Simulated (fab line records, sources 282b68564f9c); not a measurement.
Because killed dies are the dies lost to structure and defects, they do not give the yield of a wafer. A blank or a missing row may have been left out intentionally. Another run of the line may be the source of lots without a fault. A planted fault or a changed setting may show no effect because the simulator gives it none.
What tool caused it? ; flow rit-cmos ; 8 lots, 24 wafers sampled, at 2 steps of a route of 202

== WHAT THE GAUGES READ, wafer by wafer ==
RIT_NSD_OVL_MEAS_06.
lot;measured;on;NSD_OVL (nm)
L415;day 3 15:51;overlay-01;-0.1 0.6 0.1
L417;day 3 22:05;overlay-02;-0.8 -0.5 0.2
L419;day 4 15:37;overlay-01;-0.2 2.7 -0.4
L421;day 4 23:55;overlay-01;-181.9 -181.4 -179.3
L423;day 5 11:37;overlay-02;-178.8 -178.6 -179.7
L430;day 7 11:43;overlay-02;-0.4 2.8 1.0
L435;day 7 23:15;overlay-02;-1.7 -1.6 -2.5
L437;day 8 04:05;overlay-02;1.1 -0.3 -1.7

== WHICH TOOL RAN EACH LOT (tool, then ch and the chambers of the sampled wafers, then the start) ==
lot;RIT_NSD_EXPOSE_03
L415;iline-stepper-01 ch 0, day 3 15:27
L417;iline-stepper-01 ch 0, day 3 21:43
L419;iline-stepper-02 ch 0, day 4 15:15
L421;iline-stepper-02 ch 0, day 4 23:26
L423;iline-stepper-02 ch 0, day 5 11:15
L430;iline-stepper-01 ch 0, day 7 11:14
L435;iline-stepper-01 ch 0, day 7 22:52
L437;iline-stepper-01 ch 0, day 8 03:37
- RIT_NSD_EXPOSE_03: exposes mask M9, target cd 40700 nm.

== THE ANSWER, worked out from the rows above alone ==
Rule: usual is defined by the lots themselves. Put in order of their means at a reading, lots are off if they are a third of the lots or fewer, leave a main group of 4 or more, and stand apart from it by a gap of 3 or more times the standard deviation of the main group's means; of several such gaps the widest counts. The tables above print the reading to a certain number of digits; a main group whose means all agree to those digits is not used. Also off: a lot with no number at a reading for which 4 or more lots have one. All remaining lots with rows at the step are treated as sound.
Off: L421, L423, at RIT_NSD_OVL_MEAS_06 (NSD_OVL). For the main group the mean is -0.1 nm and the standard deviation 0.98.
A tool fits if, at a process step before that reading, it ran every lot that is off, and no sound lot after the first of them. Those tools and the gauges at RIT_NSD_OVL_MEAS_06 are tried in the same way. One fits: iline-stepper-02 at RIT_NSD_EXPOSE_03. A fault onset in the window from L419 (day 4 15:15, its last sound lot) to L421 (day 4 23:26, its first lot off) fits.

== WHAT THE SIMULATOR PUT IN ==
Scanner matching overlay: iline-stepper-02, from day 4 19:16 on, at RIT_NSD_EXPOSE_03. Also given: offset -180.
Lots struck among those shown: L421, L423. The rule above found the same.
